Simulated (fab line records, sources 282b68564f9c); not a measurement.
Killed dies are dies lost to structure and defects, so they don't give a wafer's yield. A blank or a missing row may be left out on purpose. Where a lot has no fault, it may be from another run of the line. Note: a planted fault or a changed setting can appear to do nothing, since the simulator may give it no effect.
fab line records	flow rit-cmos
record lots=14	wafers=42	last-day=7
route steps=202 shown ACTIVE@1 NRETRO@59 PRETRO@72 GATE@83 M1@202
lots that met no fault: from a run of the same line without faults
start-h: start of the lot's first displayed wafer, in hours after the record's first day	wait-h: hours since the lot's step before	" repeats the value in the row above	L1.1+2: one row covering several wafers at once	- no value, or no start given	* or withheld: withheld	< > ~ a bound
route shown NAME@n: NAME is a module with steps in the file, n the number in the route of the first one	usual: mean and standard deviation over wafers with no fault	same: alike in all rows	chamber/n: place in a boat	sites: readings site by site	_std_site: how widely they spread, as a standard deviation	_edge_site: mean of outer sites minus mean of inner sites	radius-mm: how far each site lies from the wafer's centre	mask NAME#n: copy n	behind: the tool/chamber that last shaped the wafer	hold: cause of the lot's hold/its duration in hours/its outcome	device: transistor that didn't switch, given as n, p or np	end of line: tests run on the same wafers once the route is complete	a step given without rows: its recipe and nothing more	killed: count of dies lost to structure and defects at first sort (not the wafer's yield)	map: a wafer's dies, marking killed ones x, the rest . and places with no die _
set.NAME: the setting as run; set.NAME@STEP: as run at that earlier step	model.NAME: the simulator's own value behind a step, which no gauge read
a sample of lots followed through the steps of the route, with each step as a table and each wafer as a row
services: a tool's chamber out of use, with start hour (start-h, from the record's first day; less than 0 if before it), hours out, and reason
## steps
# step RIT_ACTIVE_BOW_MEAS_00
# recipe mode=bow
# usual INCOMING_BOW=1/6.6
lot.wafer	tool	chamber	start-h	wait-h	INCOMING_BOW[um]
L696.2	film-metro-02	-	10.02	-	5
L696.5	"	-	"	"	-8
L696.6	"	-	"	"	3
L697.3	film-metro-01	-	15.04	-	1
L697.4	"	-	"	"	5
L697.6	"	-	"	"	-4
L701.1	film-metro-03	-	35.00	-	-3
L701.2	"	-	"	"	2
L701.3	"	-	"	"	2
L702.2	film-metro-02	-	40.02	-	3
L702.4	"	-	"	"	-1
L702.5	"	-	"	"	11
L706.3	film-metro-03	-	60.04	-	4
L706.5	"	-	"	"	1
L706.6	"	-	"	"	-1
L709.1	film-metro-02	-	75.00	-	-1
L709.3	"	-	"	"	-6
L709.6	"	-	"	"	2
L711.3	film-metro-03	-	85.04	-	1
L711.4	"	-	"	"	-5
L711.5	"	-	"	"	-8
L712.2	film-metro-03	-	90.02	-	-9
L712.4	"	-	"	"	4
L712.6	"	-	"	"	2
L713.3	film-metro-03	-	95.04	-	-10
L713.4	"	-	"	"	4
L713.5	"	-	"	"	-1
L715.1	film-metro-02	-	105.00	-	-3
L715.4	"	-	"	"	4
L715.5	"	-	"	"	1
L716.3	film-metro-01	-	110.04	-	12
L716.5	"	-	"	"	10
L716.6	"	-	"	"	-8
L717.1	film-metro-01	-	115.00	-	-9
L717.3	"	-	"	"	2
L717.4	"	-	"	"	4
L718.1	film-metro-02	-	120.00	-	4
L718.2	"	-	"	"	1
L718.6	"	-	"	"	16
L719.4	film-metro-02	-	125.06	-	1
L719.5	"	-	"	"	4
L719.6	"	-	"	"	-9
# step RIT_NRETRO_OVL_MEAS_06
# usual NRETRO_OVL=-0.3/1.5
lot.wafer	tool	chamber	start-h	wait-h	NRETRO_OVL[nm]
L696.2	overlay-02	-	31.01	-	0.0
L696.5	"	-	"	"	-2.2
L696.6	"	-	"	"	-0.5
L697.3	overlay-02	-	37.17	-	-0.9
L697.4	"	-	"	"	-2.1
L697.6	"	-	"	"	1.4
L701.1	overlay-02	-	57.01	-	-0.1
L701.2	"	-	"	"	0.8
L701.3	"	-	"	"	0.7
L702.2	overlay-01	-	62.00	-	1.5
L702.4	"	-	"	"	2.0
L702.5	"	-	"	"	0.9
L706.3	overlay-02	-	82.95	-	-2.1
L706.5	"	-	"	"	0.5
L706.6	"	-	"	"	-0.3
L709.1	overlay-01	-	96.20	-	-0.7
L709.3	"	-	"	"	0.4
L709.6	"	-	"	"	1.1
L711.3	overlay-01	-	106.37	-	-0.2
L711.4	"	-	"	"	-0.5
L711.5	"	-	"	"	1.4
L712.2	overlay-02	-	111.21	-	-1.6
L712.4	"	-	"	"	0.7
L712.6	"	-	"	"	0.5
L713.3	overlay-01	-	116.88	-	0.3
L713.4	"	-	"	"	0.3
L713.5	"	-	"	"	0.0
L715.1	overlay-01	-	128.38	-	0.0
L715.4	"	-	"	"	0.5
L715.5	"	-	"	"	2.4
L716.3	overlay-02	-	129.88	-	0.0
L716.5	"	-	"	"	-0.7
L716.6	"	-	"	"	-1.8
L717.1	overlay-02	-	136.70	-	-2.3
L717.3	"	-	"	"	-2.5
L717.4	"	-	"	"	-4.1
L718.1	overlay-02	-	141.78	-	-2.9
L718.2	"	-	"	"	-2.6
L718.6	"	-	"	"	-4.6
L719.4	overlay-01	-	146.76	-	1.7
L719.5	"	-	"	"	1.8
L719.6	"	-	"	"	0.6
# step RIT_PRETRO_IMPLANT_08
# recipe species=B	energy-kev=45	dose-cm2=1.2e+13	tilt-deg=7
# usual tilt-deg=7.002/0.021
lot.wafer	tool	chamber	start-h	wait-h	tilt-deg
L696.2	implanter-03	0	32.99	0.2	6.959
L696.5	"	0	"	"	6.988
L696.6	"	0	"	"	7.005
L697.3	implanter-02	0	39.35	0.2	7.043
L697.4	"	0	"	"	7.053
L697.6	"	0	"	"	6.999
L701.1	implanter-01	0	58.99	0.2	1.937
L701.2	"	0	"	"	1.949
L701.3	"	0	"	"	1.924
L702.2	implanter-01	0	63.98	0.2	1.927
L702.4	"	0	"	"	1.946
L702.5	"	0	"	"	1.934
L706.3	implanter-03	0	84.95	0.2	7.005
L706.5	"	0	"	"	7.007
L706.6	"	0	"	"	6.987
L709.1	implanter-02	0	98.16	0.2	7.017
L709.3	"	0	"	"	7.024
L709.6	"	0	"	"	7.009
L711.3	implanter-02	0	108.37	0.2	7.002
L711.4	"	0	"	"	6.994
L711.5	"	0	"	"	6.996
L712.2	implanter-02	0	113.19	0.2	7.020
L712.4	"	0	"	"	7.002
L712.6	"	0	"	"	6.985
L713.3	implanter-03	0	118.88	0.2	7.043
L713.4	"	0	"	"	7.058
L713.5	"	0	"	"	7.044
L715.1	implanter-02	0	130.49	0.2	6.983
L715.4	"	0	"	"	7.009
L715.5	"	0	"	"	6.988
L716.3	implanter-01	0	132.07	0.2	6.995
L716.5	"	0	"	"	7.006
L716.6	"	0	"	"	7.021
L717.1	implanter-01	0	138.58	0.2	7.014
L717.3	"	0	"	"	6.997
L717.4	"	0	"	"	6.970
L718.1	implanter-01	0	143.83	0.2	6.979
L718.2	"	0	"	"	7.003
L718.6	"	0	"	"	7.011
L719.4	implanter-02	0	148.78	0.2	7.013
L719.5	"	0	"	"	7.023
L719.6	"	0	"	"	6.992
# step RIT_PRETRO_TW_MEAS_10
# usual PRETRO_TW=474/6
lot.wafer	tool	chamber	start-h	wait-h	hold	PRETRO_TW
L696.2	film-metro-02	-	33.30	0.1	-	469
L696.5	"	-	"	"	-	468
L696.6	"	-	"	"	-	470
L697.3	film-metro-04	-	39.65	0.1	-	477
L697.4	"	-	"	"	-	480
L697.6	"	-	"	"	-	477
L701.1	film-metro-04	-	59.32	0.1	-	457
L701.2	"	-	"	"	-	459
L701.3	"	-	"	"	-	456
L702.2	film-metro-02	-	64.29	0.1	await-dispo/0.2h/release	449
L702.4	"	-	"	"	await-dispo/0.2h/release	450
L702.5	"	-	"	"	await-dispo/0.2h/release	454
L702.2	film-metro-02	-	64.52	0.2	-	452
L702.4	"	-	"	"	-	452
L702.5	"	-	"	"	-	451
L706.3	film-metro-01	-	85.24	0.1	-	467
L706.5	"	-	"	"	-	468
L706.6	"	-	"	"	-	468
L709.1	film-metro-01	-	98.48	0.1	-	470
L709.3	"	-	"	"	-	467
L709.6	"	-	"	"	-	467
L711.3	film-metro-04	-	108.67	0.1	-	483
L711.4	"	-	"	"	-	481
L711.5	"	-	"	"	-	481
L712.2	film-metro-02	-	113.50	0.1	-	473
L712.4	"	-	"	"	-	471
L712.6	"	-	"	"	-	469
L713.3	film-metro-04	-	119.17	0.1	-	483
L713.4	"	-	"	"	-	480
L713.5	"	-	"	"	-	480
L715.1	film-metro-04	-	130.81	0.1	-	477
L715.4	"	-	"	"	-	481
L715.5	"	-	"	"	-	480
L716.3	film-metro-04	-	132.36	0.1	-	478
L716.5	"	-	"	"	-	480
L716.6	"	-	"	"	-	479
L717.1	film-metro-02	-	138.90	0.1	-	476
L717.3	"	-	"	"	-	479
L717.4	"	-	"	"	-	478
L718.1	film-metro-04	-	144.16	0.1	-	479
L718.2	"	-	"	"	-	479
L718.6	"	-	"	"	-	481
L719.4	film-metro-04	-	149.06	0.1	-	480
L719.5	"	-	"	"	-	481
L719.6	"	-	"	"	-	478
# step RIT_GATE_THK_MEAS_07
# recipe reads=SiO2_of_GATE_OXIDATION_05
# usual GATE_OXIDE_THK=3.02/0.052
lot.wafer	tool	chamber	start-h	wait-h	GATE_OXIDE_THK[nm]
L696.2	film-metro-01	-	35.18	0.0	2.99
L696.5	"	-	"	"	3.02
L696.6	"	-	"	"	3.00
L697.3	film-metro-01	-	43.75	0.0	2.93
L697.4	"	-	"	"	2.95
L697.6	"	-	"	"	2.93
L701.1	film-metro-03	-	61.74	0.0	3.06
L701.2	"	-	"	"	3.03
L701.3	"	-	"	"	3.01
L702.2	film-metro-03	-	67.43	0.0	3.10
L702.4	"	-	"	"	3.07
L702.5	"	-	"	"	3.05
L706.3	film-metro-01	-	89.06	0.0	3.06
L706.5	"	-	"	"	3.05
L706.6	"	-	"	"	3.03
L709.1	film-metro-04	-	101.37	0.0	3.00
L709.3	"	-	"	"	2.99
L709.6	"	-	"	"	2.98
L711.3	film-metro-03	-	110.58	0.0	3.00
L711.4	"	-	"	"	3.02
L711.5	"	-	"	"	3.07
L712.2	film-metro-01	-	116.01	0.0	3.05
L712.4	"	-	"	"	3.00
L712.6	"	-	"	"	2.98
L713.3	film-metro-03	-	123.10	0.0	3.06
L713.4	"	-	"	"	3.01
L713.5	"	-	"	"	3.11
L715.1	film-metro-03	-	132.72	0.0	3.06
L715.4	"	-	"	"	3.18
L715.5	"	-	"	"	3.05
L716.3	film-metro-03	-	135.71	0.0	3.00
L716.5	"	-	"	"	2.93
L716.6	"	-	"	"	3.04
L717.1	film-metro-01	-	142.22	0.0	3.01
L717.3	"	-	"	"	2.99
L717.4	"	-	"	"	3.02
L718.1	film-metro-01	-	147.81	0.0	2.95
L718.2	"	-	"	"	3.01
L718.6	"	-	"	"	3.11
L719.4	film-metro-04	-	150.95	0.0	2.91
L719.5	"	-	"	"	3.02
L719.6	"	-	"	"	2.97
# step RIT_M1_PROBE_99
# usual killed_at_M0_to_M3=0.0/0.16	killed-at-front-end=7.2/2.5	killed-dies=7.3/2.5	killed-on-rim=2.0/1.4	killed-open=3.8/1.9	killed-short=3.5/1.8
# same gross-dies=264	killed_at_M4_up=0	killed-at-back-side=0	killed-at-contacts=0	killed-at-other=0
lot.wafer	tool	chamber	start-h	wait-h	killed_at_M0_to_M3	killed-at-front-end	killed-dies	killed-on-rim	killed-open	killed-short
L702.2	prober-01	-	93.59	0.1	0	4	4	1	2	2
L702.4	prober-01	-	93.69	0.2	0	6	6	1	2	4
L702.5	prober-01	-	93.74	0.2	0	4	4	0	2	2
L706.3	prober-01	-	112.27	0.2	0	5	5	1	3	2
L706.5	prober-01	-	112.37	0.2	0	4	4	3	1	3
L706.6	prober-01	-	112.42	0.2	0	9	9	2	5	4
L711.3	prober-01	-	134.73	0.2	0	7	7	3	0	7
L711.4	prober-01	-	134.78	0.2	0	9	9	3	5	4
L711.5	prober-01	-	134.83	0.2	0	6	6	3	3	3
L712.2	prober-02	-	140.09	0.1	1	6	7	2	2	5
L712.4	prober-02	-	140.19	0.2	0	8	8	0	5	3
L712.6	prober-02	-	140.29	0.2	0	10	10	2	6	4
L713.3	prober-01	-	147.25	0.2	0	7	7	0	3	4
L713.4	prober-01	-	147.30	0.2	0	4	4	0	2	2
L713.5	prober-01	-	147.35	0.2	0	10	10	4	4	6
L715.1	prober-01	-	157.11	0.1	0	9	9	5	5	4
L715.4	prober-01	-	157.26	0.2	0	5	5	1	1	4
L715.5	prober-01	-	157.31	0.2	0	8	8	2	6	2
L716.3	prober-02	-	160.01	0.2	0	9	9	3	5	4
L716.5	prober-02	-	160.11	0.2	0	4	4	1	1	3
L716.6	prober-02	-	160.16	0.2	0	9	9	2	3	6
L717.1	prober-01	-	166.26	0.1	0	6	6	2	3	3
L717.3	prober-01	-	166.36	0.2	1	4	5	2	1	3
L717.4	prober-01	-	166.41	0.2	0	6	6	1	3	3
L718.1	prober-02	-	172.01	0.1	0	7	7	2	3	4
L718.2	prober-02	-	172.06	0.1	0	6	6	2	3	3
L718.6	prober-02	-	172.26	0.2	0	13	13	3	9	4
L719.4	prober-01	-	173.95	0.2	0	9	9	3	4	5
L719.5	prober-01	-	174.00	0.2	0	4	4	1	3	1
L719.6	prober-01	-	174.05	0.2	0	4	4	1	2	2
# killed by level:class
L702.2 FOX1:geometric-particle:open=1 FOX1:geometric-particle:short=1 GATE:geometric-particle:open=1 SILICIDE:geometric-particle:short=1
L702.4 FOX1:geometric-particle:open=1 GATE:geometric-particle:short=1 REOX:geometric-particle:short=1 REOX:geometric-particle:open=1 SPACER:geometric-particle:short=1 SILICIDE:geometric-particle:short=1
L702.5 GATE:geometric-particle:short=1 SPACER:geometric-particle:open=1 SILICIDE:geometric-particle:open=1 SILICIDE:geometric-particle:short=1
L706.3 GATE:geometric-particle:short=2 SPACER:geometric-particle:open=2 GATE:geometric-particle:open=1
L706.5 FOX1:geometric-particle:short=1 FOX1:geometric-particle:open=1 FOX2:geometric-particle:short=1 GATE:geometric-particle:short=1
L706.6 SILICIDE:geometric-particle:open=5 GATE:geometric-particle:short=3 SILICIDE:geometric-particle:short=1
L711.3 SILICIDE:geometric-particle:short=3 GATE:geometric-particle:short=2 FOX1:geometric-particle:short=1 FOX2:geometric-particle:short=1
L711.4 FOX1:geometric-particle:short=2 FOX2:geometric-particle:open=2 FOX1:geometric-particle:open=1 GATE:geometric-particle:open=1 GATE:geometric-particle:short=1 REOX:geometric-particle:short=1 REOX:geometric-particle:open=1
L711.5 GATE:geometric-particle:short=1 GATE:geometric-particle:open=1 REOX:geometric-particle:short=1 REOX:geometric-particle:open=1 SPACER:geometric-particle:short=1 SILICIDE:geometric-particle:open=1
L712.2 GATE:geometric-particle:short=2 REOX:geometric-particle:short=2 SPACER:geometric-particle:open=2 M1:geometric-particle:short=1
L712.4 GATE:geometric-particle:short=3 GATE:geometric-particle:open=3 FOX1:geometric-particle:open=1 SPACER:geometric-particle:open=1
L712.6 GATE:geometric-particle:short=3 REOX:geometric-particle:open=3 SPACER:geometric-particle:open=2 SPACER:geometric-particle:short=1 STARTING-WAFER:geometric-particle:open=1
L713.3 FOX1:geometric-particle:short=2 FOX1:geometric-particle:open=1 GATE:geometric-particle:open=1 GATE:geometric-particle:short=1 REOX:geometric-particle:short=1 SILICIDE:geometric-particle:open=1
L713.4 FOX1:geometric-particle:short=1 GATE:geometric-particle:open=1 REOX:geometric-particle:short=1 SILICIDE:geometric-particle:open=1
L713.5 GATE:geometric-particle:short=4 FOX1:geometric-particle:short=2 FOX1:geometric-particle:open=1 GATE:geometric-particle:open=1 REOX:geometric-particle:open=1 SILICIDE:geometric-particle:open=1
L715.1 GATE:geometric-particle:open=3 REOX:geometric-particle:short=2 SILICIDE:geometric-particle:open=2 GATE:geometric-particle:short=1 SPACER:geometric-particle:short=1
L715.4 FOX2:geometric-particle:short=2 FOX1:geometric-particle:open=1 FOX1:geometric-particle:short=1 SPACER:geometric-particle:short=1
L715.5 REOX:geometric-particle:open=2 SILICIDE:geometric-particle:short=2 SILICIDE:geometric-particle:open=2 FOX1:geometric-particle:open=1 GATE:geometric-particle:open=1
L716.3 GATE:geometric-particle:open=3 GATE:geometric-particle:short=1 REOX:geometric-particle:short=1 SPACER:geometric-particle:open=1 SPACER:geometric-particle:short=1 SILICIDE:geometric-particle:open=1 SILICIDE:geometric-particle:short=1
L716.5 GATE:geometric-particle:short=1 REOX:geometric-particle:open=1 SPACER:geometric-particle:short=1 SILICIDE:geometric-particle:short=1
L716.6 REOX:geometric-particle:short=3 GATE:geometric-particle:short=2 GATE:geometric-particle:open=1 SPACER:geometric-particle:open=1 SILICIDE:geometric-particle:open=1 SILICIDE:geometric-particle:short=1
L717.1 FOX1:geometric-particle:short=2 FOX1:geometric-particle:open=1 GATE:geometric-particle:open=1 SILICIDE:geometric-particle:open=1 SILICIDE:geometric-particle:short=1
L717.3 GATE:geometric-particle:short=1 REOX:geometric-particle:open=1 REOX:geometric-particle:short=1 SPACER:geometric-particle:short=1 M1:coat-microbubble-printed=1
L717.4 GATE:geometric-particle:short=2 GATE:geometric-particle:open=1 REOX:geometric-particle:open=1 REOX:geometric-particle:short=1 SPACER:geometric-particle:open=1
L718.1 FOX1:geometric-particle:open=2 GATE:geometric-particle:short=2 FOX1:geometric-particle:short=1 SPACER:geometric-particle:short=1 SILICIDE:geometric-particle:open=1
L718.2 SPACER:geometric-particle:short=2 FOX1:geometric-particle:open=1 FOX1:geometric-particle:short=1 GATE:geometric-particle:open=1 SILICIDE:geometric-particle:open=1
L718.6 FOX1:geometric-particle:open=3 GATE:geometric-particle:open=3 FOX1:geometric-particle:short=2 REOX:geometric-particle:open=2 REOX:geometric-particle:short=1 SPACER:geometric-particle:open=1 SPACER:geometric-particle:short=1
L719.4 FOX1:geometric-particle:short=3 FOX2:geometric-particle:open=2 FOX2:geometric-particle:short=1 GATE:geometric-particle:open=1 REOX:geometric-particle:short=1 SILICIDE:geometric-particle:open=1
L719.5 REOX:geometric-particle:open=2 FOX2:geometric-particle:open=1 GATE:geometric-particle:short=1
L719.6 FOX1:geometric-particle:open=1 FOX2:geometric-particle:short=1 GATE:geometric-particle:short=1 SPACER:geometric-particle:open=1
## services
tool	chamber	start-h	hours	kind
implanter-01	-	36.80	3.0	repair
implanter-02	-	49.55	4.1	pm
implanter-01	-	87.16	1.8	repair
implanter-01	-	96.89	0.7	repair
implanter-03	-	128.68	36.5	repair
## key
first-sign step=RIT_PRETRO_IMPLANT_08	reading=tilt-deg	direction=down	sigmas=99+	usual=7.002	struck=1.936
effect step=RIT_PRETRO_TW_MEAS_10	reading=visit	direction=added
met-at RIT_PRETRO_IMPLANT_08
struck-lots L701,L702
tester-left-out L701,L702
not-acting-at RIT_ACTIVE_BOW_MEAS_00,RIT_NRETRO_OVL_MEAS_06,RIT_GATE_THK_MEAS_07
fault kind=process-parameter-drift	tool=implanter-01	chamber=-	onset-h=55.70	steps=RIT_PRETRO_IMPLANT_08	channel=tilt-deg	offset=-5.0758	shape=step	end-h=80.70	acts-in=these-recipes-only	stated=7
# tester-left-out: of these lots the tester's yield and bins aren't shown, on N5 and GAA mostly nor the transistor test; their killed dies are dies lost to structure and defects alone, not to doping, threshold or leakage, so they don't give the yield
